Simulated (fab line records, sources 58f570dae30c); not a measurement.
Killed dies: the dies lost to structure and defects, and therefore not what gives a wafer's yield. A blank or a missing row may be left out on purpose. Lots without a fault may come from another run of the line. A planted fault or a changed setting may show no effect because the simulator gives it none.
A lot that was struck, set against a sound lot	flow berkeleyCmos170	15 steps out of a route of 331
Sound: these wafers, L121.1, L121.3, L121.5. Wafers L138.2, L138.4, L138.6 were the ones struck. The cause is given at the end.
At each step with rows: each side's tool, then ch and its chambers, then its first start. Under that, the readings that differ: sound wafers	struck wafers	difference of the means	sigmas: that difference in standard deviations of wafers without a fault.
alike: readings with means less than 2 such deviations apart, plus words and numbers identical on both sides. not compared: withheld readings, readings lacking a value on some wafer, bounds such as >300 that could conceal the same value, and numbers that have no deviation in the record and whose values overlap.
A row with sigmas, a row that says differs or no value, or rows on one side alone: a step with any of these is where the two part. Numbers that have no deviation but don't overlap get no sigmas and don't part them. A reading missing from all wafers of one side parts the sides only when that side holds two or more wafers.

UCB170_M1_SPUTTER_00: material Al, target thk 600 nm, time 80 s.
  sound: pvdSputter-02 at day 9 02:09; struck: pvdSputter-01 at day 13 02:13
  alike: cathodeDcPowerW, throttleValvePct
UCB170_M1_RS_MEAS_01: the measuring method here is four-point-probe.
  sound: filmMetro-02 at day 9 02:13; struck: filmMetro-02 at day 13 02:17
  alike: M1_AL_RS
UCB170_M1_THK_MEAS_02: measures by xrf.
  sound: filmMetro-02 at day 9 02:20; struck: filmMetro-02 at day 13 02:24
  alike: M1_AL_THK
then, 6 steps without rows for these wafers: UCB170_M1_COAT_03; UCB170_M1_COAT_04 (resist thk 900 nm); UCB170_M1_SOFTBAKE_05 (time 60 s); UCB170_M1_EXPOSE_06 (exposes mask METAL1, target cd 700 nm); UCB170_M1_PEB_07; UCB170_M1_DEVELOP_08 (develop time 45 s).
UCB170_M1_CD_MEAS_09: target cd 700 nm.
  sound: cdSem-02 at day 9 05:19; struck: cdSem-01 at day 13 04:06
  alike: cdNm
UCB170_M1_OVL_MEAS_10:
  sound: overlay-02 at day 9 05:26; struck: overlay-02 at day 13 04:12
  alike: M1_OVL
UCB170_M1_ETCH_11: etches BARC in N2/H2.
  sound on rieDiel-02 ch 0,2, day 9 05:29; struck on rieDiel-04 ch 0,2,3, day 13 04:14
  alike: biasW, chamberPressureMTorr, drypumpMotorCurrentA, n2FlowSccm, oesProductAu, throttleValvePct
UCB170_M1_METAL_ETCH_12: etches Al in Cl2/BCl3, stops on PSG, target depth 780 nm, time 130 s.
  sound on rieMetal-01 ch 1, day 9 05:31; struck on rieMetal-02 ch 0,1, day 13 04:16
reading	sound	struck	difference	sigmas
chamberPressureMTorr (mTorr)	11.996 12.011 11.995	18.012 17.996 18.002	+6.003	+99 or more
model.KrF_of_M1_COAT_04.thkNm (nm)	438.7 439 441.3	405.9 401 401.3	-36.9	
  alike: biasW, drypumpMotorCurrentA, oesProductAu, throttleValvePct
  not compared: rfHoursCounterH
UCB170_M1_STRIP_13: strips in O2.
  sound on plasmaAsher-04 ch 0,1, day 9 05:47; struck on plasmaAsher-02 ch 0,1, day 13 04:25
  alike: drypumpMotorCurrentA, oesProductAu
  not compared: rfHoursCounterH
UCB170_M3_PROBE_99:
  the record has rows for the sound wafers here (prober-01, day 9 21:04) and none for the struck ones

== WHERE THEY PART ==
First at UCB170_M1_METAL_ETCH_12; last, within this record, at UCB170_M3_PROBE_99.

WHY: what the simulator had put in
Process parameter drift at UCB170_M1_METAL_ETCH_12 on rieMetal-02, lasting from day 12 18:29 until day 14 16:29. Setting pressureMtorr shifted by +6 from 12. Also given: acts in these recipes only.
